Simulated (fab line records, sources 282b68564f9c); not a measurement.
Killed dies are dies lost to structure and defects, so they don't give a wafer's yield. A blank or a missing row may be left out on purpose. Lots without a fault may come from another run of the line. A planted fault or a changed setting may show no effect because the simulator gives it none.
Split-lot experiment | flow rit_cmos | 5 lots, 23 wafers read, on a route of 202 steps

THE SPLIT
At RIT_NRETRO_COAT_01 (resist thk 1300 nm), the setting spin_rpm was moved away from the recipe's 2000 rpm on 11 of the 23 wafers read, by -6.3% to +5.2%. The other wafers ran this setting at the recipe's value.

FROM THE SPLIT TO THE READING: what the file shows between them, 3 steps
- RIT_NRETRO_SOFTBAKE_02: time 60 s
- RIT_NRETRO_EXPOSE_03: exposes mask M4, target cd 43900 nm
- RIT_NRETRO_DEVELOP_05: develop time 68 s

THE READING
NOVOLAK_of_NRETRO_COAT_01.thk_nm (the simulator's own value, which no gauge read), in nm, at RIT_NRETRO_HARDBAKE_07 (time 120 s). The file gives no usual value for it. The 12 wafers here that ran the recipe average 1136 nm, standard deviation 2.4 nm.

wafer  | tool, chamber at the split | spin_rpm as run, rpm | against the recipe | NOVOLAK_of_NRETRO_COAT_01.thk_nm, nm | against lot-mates on the recipe
L075.1 | litho_track-01, 0          | 2000                 | recipe             | 1138                                 | -
L075.3 | litho_track-01, 0          | 2000                 | recipe             | 1140                                 | -
L075.6 | litho_track-01, 0          | 2000                 | recipe             | 1139                                 | -
L078.1 | litho_track-04, 0          | 1874                 | -6.3%              | 1167                                 | +34
L078.2 | litho_track-04, 0          | 2000                 | recipe             | 1132                                 | -
L078.4 | litho_track-04, 0          | 2000                 | recipe             | 1134                                 | -
L078.5 | litho_track-04, 0          | 1874                 | -6.3%              | 1170                                 | +37
L078.6 | litho_track-04, 0          | 1874                 | -6.3%              | 1172                                 | +39
L080.1 | litho_track-04, 0          | 2104                 | +5.2%              | 1109                                 | -26
L080.2 | litho_track-04, 0          | 2000                 | recipe             | 1133                                 | -
L080.3 | litho_track-04, 0          | 2104                 | +5.2%              | 1107                                 | -28
L080.6 | litho_track-04, 0          | 2104                 | +5.2%              | 1107                                 | -28
L080.4 | litho_track-04, 0          | 2000                 | recipe             | 1136                                 | -
L084.2 | litho_track-04, 0          | 2000                 | recipe             | 1136                                 | -
L084.3 | litho_track-04, 0          | 2000                 | recipe             | 1136                                 | -
L084.4 | litho_track-04, 0          | 2000                 | recipe             | 1135                                 | -
L084.5 | litho_track-04, 0          | 1923                 | -3.8%              | 1157                                 | +21
L084.6 | litho_track-04, 0          | 1923                 | -3.8%              | 1158                                 | +22
L085.1 | litho_track-04, 0          | 2041                 | +2.0%              | 1126                                 | -10
L085.5 | litho_track-04, 0          | 2041                 | +2.0%              | 1126                                 | -10
L085.3 | litho_track-04, 0          | 2000                 | recipe             | 1134                                 | -
L085.4 | litho_track-04, 0          | 2041                 | +2.0%              | 1125                                 | -12
L085.6 | litho_track-04, 0          | 2000                 | recipe             | 1139                                 | -

THE FIT
A straight line over all 23 wafers: NOVOLAK_of_NRETRO_COAT_01.thk_nm changes by -5.39 nm for each +1% of spin_rpm; r = -0.99; the points scatter about the line by 2.1 nm.
The same after taking each lot's own level away (the mean of its wafers on the recipe; 23 wafers): -5.54 nm for each +1%; r = -1.00; scatter 1.6 nm.
On that fit, the largest move of spin_rpm shifts the reading by 35 nm.
The lots' own levels span 1133.0 to 1139.0 nm, that is 2.4 times the standard deviation above.
So the lot-to-lot level changes the slope little: the two slopes agree.
Check: with one of the wafers moved furthest among these (-6.3%) left out of the fit, the line predicts +35.9 nm for it against its lot-mates. It came out at +34 nm against them.

OTHER SPLITS ON THESE WAFERS
These wafers also went through other splits before the reading. Each is held against what the fit with the lots' levels taken away leaves over:
other split on the same wafers    | wafers away from the commonest value | r with NOVOLAK_of_NRETRO_COAT_01.thk_nm (lot level and that fit taken away)
RIT_ACTIVE_CVD_03 pressure_mtorr  | 15                                   | +0.20
RIT_ACTIVE_COAT_06 resist_thk_nm  | 8                                    | -0.17
RIT_ACTIVE_ETCH_13 pressure_mtorr | 15                                   | -0.15
RIT_FOX2_OXIDATION_00 ox_time_s   | 18                                   | -0.18
RIT_PWELL_SOFTBAKE_02 temp_c      | 12                                   | -0.01

THE WHOLE CHAIN: every reading that the file lists as answering this split, in the file's order
step                   | what it does       | reading                                                                           | change (the file's fit)              | r (the file's)
RIT_NRETRO_COAT_01     | resist thk 1300 nm | NOVOLAK_of_NRETRO_COAT_01.thk_nm (the simulator's own value, which no gauge read) | -6.47 nm for each +1% of the setting | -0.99
RIT_NRETRO_HARDBAKE_07 | time 120 s         | NOVOLAK_of_NRETRO_COAT_01.thk_nm (the simulator's own value, which no gauge read) | -5.57 nm for each +1% of the setting | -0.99

THE FILE'S OWN FIT
NOVOLAK_of_NRETRO_COAT_01.thk_nm changes by -5.57 nm for each +1% of spin_rpm, r = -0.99.
